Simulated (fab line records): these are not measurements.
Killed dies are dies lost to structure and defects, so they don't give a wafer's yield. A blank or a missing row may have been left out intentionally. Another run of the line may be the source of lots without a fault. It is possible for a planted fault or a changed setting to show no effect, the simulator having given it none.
Struck lot and sound lot, side by side :: flow berkeley-cmos170 :: 15 out of 331 route steps
Sound: wafers L738.3, L738.4, L738.5. The struck wafers were L733.1, L733.2, L733.4. The cause comes at the end.
At each step with rows: each side's tool, then ch and its chambers, then its first start. Under that, the readings that differ: sound wafers :: struck wafers :: difference of the means :: sigmas: that difference in standard deviations of wafers without a fault.
alike: same words and numbers on both sides, and readings whose means sit less than 2 such deviations apart. not compared: any withheld reading, any reading some wafer has no value for, any bound like >300 that may hide the same value, and any number with overlapping values for which the record gives no deviation.
Wherever a step has rows on one side only, a row that says differs or no value, or a row with sigmas, the two part there. Numbers that have no deviation but don't overlap get no sigmas and don't part them. A reading missing from all wafers of one side parts the sides only when that side holds two or more wafers.

first, 1 step without rows for these wafers: UCB170_M2_SOFTBAKE_06 (time 60 s).
UCB170_M2_STRIP_07: strips in O2.
  sound on plasma-asher-02 ch 0,1, day 12 00:41; struck on plasma-asher-02 ch 0,1, day 11 07:04
  alike: drypump-motor-current-A, oes-product-au, strip-time-to-endpoint-s
  not compared: rf-hours-counter-h
then, 7 steps without rows for these wafers: UCB170_M2_STRIP_08 (strips KrF in DMSO, time 600 s); UCB170_M2_COAT_09; UCB170_M2_COAT_10 (resist thk 900 nm); UCB170_M2_SOFTBAKE_11 (time 60 s); UCB170_M2_EXPOSE_12 (exposes mask METAL2, target cd 700 nm); UCB170_M2_PEB_13; UCB170_M2_DEVELOP_14 (develop time 45 s).
UCB170_M2_CD_MEAS_15 targets a cd of 700 nm.
  struck on cd-sem-01, day 11 08:14; sound on cd-sem-01, day 12 03:09
  alike: cd-nm
UCB170_M2_OVL_MEAS_16:
  struck on overlay-01, day 11 08:22; sound on overlay-02, day 12 03:14
  alike: M2_OVL
UCB170_M2_ETCH_17: etches BARC in N2/H2.
  sound on rie-diel-03 ch 0,1, day 12 03:16; struck on rie-diel-01 ch 1,2,3, day 11 08:24
  alike: bias-w, chamber-pressure-mTorr, drypump-motor-current-A, oes-product-au, throttle-valve-pct
UCB170_M2_METAL_ETCH_18: etches Al in Cl2/BCl3, stops on SiO2, target depth 1170 nm, time 195 s.
  sound on rie-metal-01 ch 0,1, day 12 03:22; struck on rie-metal-02 ch 0,1, day 11 08:26
  no value came back on the struck wafers for any of 5 readings (bcl3-flow-sccm (sccm), bias-w (W) and others); on the sound wafers bcl3-flow-sccm (sccm) reads 44.86 44.88 44.93
reading: model.KrF_of_M2_COAT_10.thk-nm (nm)
sound: 180.6 187.4 182.5
struck: 884.5 880.8 879.8
difference: +698.2
sigmas: 

reading: model.SiO2_of_V1_CVD_00.thk-nm (nm)
sound: 936.8 934.4 936
struck: 996 994.6 994.8
difference: +59
sigmas: 
  not compared: rf-hours-counter-h
UCB170_M2_STRIP_19: strips in O2.
  sound on plasma-asher-04 ch 0,1, day 12 03:32; struck on plasma-asher-03 ch 0,1, day 11 08:38
reading: oes-product-au (a.u.)
sound: 0.510 0.520 0.511
struck: 0.725 0.713 0.723
difference: +0.207
sigmas: +9
  alike: drypump-motor-current-A
  not compared: rf-hours-counter-h
UCB170_M2_CD_MEAS_90 targets a cd of 700 nm.
  struck on cd-sem-01, day 11 08:44; sound on cd-sem-02, day 12 03:38
reading: cd-nm (nm)
sound: 694 697 695
struck: - - -
difference: no value on the struck wafers
sigmas: 

== WHERE THEY PART ==
Last at UCB170_M2_CD_MEAS_90 as far as this record goes, first at UCB170_M2_METAL_ETCH_18.

WHY: the cause the simulator had injected
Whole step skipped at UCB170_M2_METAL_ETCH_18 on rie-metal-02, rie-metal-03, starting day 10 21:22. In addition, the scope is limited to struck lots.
